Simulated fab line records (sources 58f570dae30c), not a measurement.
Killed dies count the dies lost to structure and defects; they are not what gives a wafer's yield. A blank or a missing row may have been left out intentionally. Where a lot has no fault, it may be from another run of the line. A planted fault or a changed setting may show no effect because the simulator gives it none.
2 desks looking at one fault	flow berkeley cmos170	numbers are kept per desk, each desk with only its own; the story behind them comes last

== FOR THE TOOL OWNER'S DESK: implanter-01 ==
For each lot that ran on this tool, the mean over its sampled wafers that have a number, from the tool's own readings at UCB170_NLDD_IMPLANT_08. A lot is out of limits, marked OUT, if its mean lies more than 4 standard deviations from the usual mean; the brackets give that distance.
Columns: A = beam on s at UCB170_NLDD_IMPLANT_08, usual 10.02 s; B = dose ions cm2 at UCB170_NLDD_IMPLANT_08, usual 4.999e+13; C = faraday current uA at UCB170_NLDD_IMPLANT_08, usual 158
lot	first seen here	A	B	C
L133	day 7 11:08	9.96	5.000e+13	159
L136	day 8 01:07	10.29	4.999e+13	154
L137	day 8 14:47	10.32	5.006e+13	153
L138	day 8 21:07	10.10	4.993e+13	157
L146	day 10 04:34	16.22 (+30) OUT	5.000e+14 (+99 or more) OUT	976 (+99 or more) OUT
L148	day 10 17:05	16.32 (+30) OUT	5.000e+14 (+99 or more) OUT	972 (+99 or more) OUT
Finding of this desk: L146, L148 out of limits; the first was L146 at day 10 04:34, on beam on s at UCB170_NLDD_IMPLANT_08. In limits: L133, L136, L137, L138.

== FROM THE METROLOGY DESK ==
Means of the sampled wafers that have a number, per lot and without regard to the tool the lot ran on: this is what the gauges read. A lot is out of limits, marked OUT, if its mean lies more than 4 standard deviations from the usual mean; the brackets give that distance.
Columns: A = GATE_OVL at UCB170_GATE_OVL_MEAS_13, usual -2 nm; B = PLDD_OVL at UCB170_PLDD_OVL_MEAS_07, usual -1 nm; C = NLDD_TW at UCB170_NLDD_TW_MEAS_11, usual 2211; D = NLDD_RS at UCB170_SDANNEAL_RS_MEAS_05, usual 616.8 ohm/sq
lot	first seen here	A	B	C	D
L132	day 7 06:32	1	2	2249	617.5
L133	day 7 07:00	2	8	2243	617.2
L135	day 7 19:45	-3	8	2201	616.5
L134	day 7 19:53	-0	1	2191	615.9
L136	day 7 20:04	-9	-3	2224	615.9
L137	day 8 10:32	-8	-5	2224	617.3
L138	day 8 17:10	0	3	2196	615.0
L139	day 8 17:26	-4	-1	2220	619.1
L144	day 9 23:29	-3	-2	2183	617.3
L146	day 10 00:13	-1	-2	3165 (+48) OUT	173.1 (-99 or more) OUT
L150	day 10 13:02	-1	-11	2223	613.8
L148	day 10 13:17	0	-2	3106 (+45) OUT	172.7 (-99 or more) OUT
L151	day 10 21:23	-7	4	2224	616.8
L153	day 11 11:31	-8	2	2203	617.0
Per this desk, out of limits: L146, L148; the first was L146, day 10 04:57 (NLDD_TW at UCB170_NLDD_TW_MEAS_11). In limits: L132, L133, L135, L134, L136, L137, L138, L139, L144, L150, L151, L153.

== PUT TOGETHER ==
An alarm could have come from the tool owner's desk at day 10 04:34, on L146, L148.
The metrology desk could have raised an alarm at day 10 04:57, on L146, L148.
UCB170_NLDD_IMPLANT_08 was run on implanter-01 by each of the lots named.

== WHAT THE SIMULATOR HAD INSERTED ==
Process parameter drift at UCB170_NLDD_IMPLANT_08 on implanter-01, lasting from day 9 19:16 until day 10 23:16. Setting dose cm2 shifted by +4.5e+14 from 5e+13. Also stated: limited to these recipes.
Lots struck among those shown: L146, L148.
Delay (hours) between the fault's onset and each desk's first out-of-limits reading: 9 at the tool owner's desk, 10 at the metrology desk.
